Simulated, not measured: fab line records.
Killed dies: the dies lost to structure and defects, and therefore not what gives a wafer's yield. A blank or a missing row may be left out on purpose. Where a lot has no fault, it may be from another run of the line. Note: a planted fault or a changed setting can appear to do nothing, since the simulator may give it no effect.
Which tool is to blame? | flow berkeleyCmos170 | 14 lots, 42 wafers sampled, at 1 step of a route of 331

== WHAT THE GAUGES READ, wafer by wafer ==
Not one reading of a measure or inspect step in the record can be checked against a usual standard deviation.

== TOOL THAT RAN EACH LOT (tool first, then ch and the chambers of the sampled wafers, then the start) ==
lot  | UCB170_SPACER_ETCHBACK_03
L636 | rieDiel-03 ch 0,1,2, day 7 01:05
L637 | rieDiel-02 ch 0,1,2, day 7 01:05
L638 | rieDiel-03 ch 1,2,3, day 7 01:09
L639 | rieDiel-02 ch 1,3, day 7 01:09
L640 | rieDiel-04 ch 0,1, day 7 16:35
L641 | rieDiel-03 ch 1,2,3, day 7 16:35
L644 | rieDiel-04 ch 1,2,3, day 8 18:13
L651 | rieDiel-03 ch 1,2, day 9 20:48
L652 | rieDiel-04 ch 0,1,3, day 9 20:48
L649 | rieDiel-03 ch 0,1,3, day 9 20:52
L653 | rieDiel-02 ch 0,3, day 10 15:56
L655 | rieDiel-04 ch 1,2,3, day 10 15:56
L656 | rieDiel-04 ch 0,3, day 10 16:00
L658 | rieDiel-04 ch 0,2,3, day 10 20:26
- UCB170_SPACER_ETCHBACK_03: etches SiO2 in CHF3/CF4/Ar, stops on Si, target depth 376 nm, time 100 s.

== WHAT THE TOOLS THEMSELVES READ (means of the sampled wafers that have a number; where no wafer has one, the mark that the record gives instead) ==
UCB170_SPACER_ETCHBACK_03. Usual: drypumpMotorCurrentA 5.8 A, standard deviation 0.53; oesProductAu 0.905 a.u., standard deviation 0.014; runLengthS 128.1 s, standard deviation 0.51; throttleValvePct 6.51 %, standard deviation 0.13.
lot  | tool       | drypumpMotorCurrentA (A) | oesProductAu (a.u.) | runLengthS (s) | throttleValvePct (%) | flag
L636 | rieDiel-03 | 6.1                      | 0.904               | 128.4          | 6.60                 | 
L637 | rieDiel-02 | 5.3                      | 0.916               | 127.6          | 6.48                 | 
L638 | rieDiel-03 | 6.4                      | 0.915               | 127.9          | 6.54                 | 
L639 | rieDiel-02 | 5.2                      | 0.910               | 128.2          | 6.64                 | 
L640 | rieDiel-04 | 5.7                      | 0.894               | 127.9          | 6.61                 | 
L641 | rieDiel-03 | 6.4                      | 0.907               | 128.0          | 6.54                 | 
L644 | rieDiel-04 | 5.5                      | 0.895               | 127.9          | 6.39                 | 
L651 | rieDiel-03 | 6.2                      | 0.991               | 103.1          | 6.62                 | OFF
L652 | rieDiel-04 | 5.6                      | 0.899               | 128.1          | 6.52                 | 
L649 | rieDiel-03 | 6.2                      | 0.980               | 103.1          | 6.52                 | OFF
L653 | rieDiel-02 | 6.2                      | 0.883               | 128.7          | 6.61                 | 
L655 | rieDiel-04 | 5.5                      | 0.905               | 128.3          | 6.39                 | 
L656 | rieDiel-04 | 5.5                      | 0.898               | 128.1          | 6.56                 | 
L658 | rieDiel-04 | 5.4                      | 0.885               | 128.4          | 6.42                 | 

== THE ANSWER, worked out from the rows above alone ==
Rule: a lot is off if the mean of its wafers that have a number lies more than 3 standard deviations from the usual mean. A lot without any number at a reading at which 4 lots or more have one is off too. Where the step has rows for the other lots, those lots are counted as sound. First the gauges in route order, then the tools' own readings, where a lot's mean is used as printed above. At the first step where some lot is off, the reading lying furthest off is the one used; lots without a number count as furthest.
Off, at UCB170_SPACER_ETCHBACK_03 on runLengthS: L651, L649.
If a tool, at that step or one of the process steps before it, ran each lot that is off and ran no sound lot following the first of them, it fits. One fits: rieDiel-03 at UCB170_SPACER_ETCHBACK_03. Its last sound lot is L641 (day 7 16:35), its first lot that is off L651 (day 9 20:48): a fault that began between those two fits.
The tool's own readings at UCB170_SPACER_ETCHBACK_03 bear it out: on the lots that are off they differ by more than 5 times the standard deviation of the sound lots' means. oesProductAu reads 0.986 a.u. there against 0.901 a.u. on the sound lots; runLengthS reads 103.1 s there against 128.1 s on the sound lots.

== WHAT THE SIMULATOR HAD INSERTED ==
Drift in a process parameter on rieDiel-03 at UCB170_SPACER_ETCHBACK_03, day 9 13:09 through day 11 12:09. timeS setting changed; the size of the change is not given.
Struck lots among those shown: L651, L649. The rule given above showed the same thing.
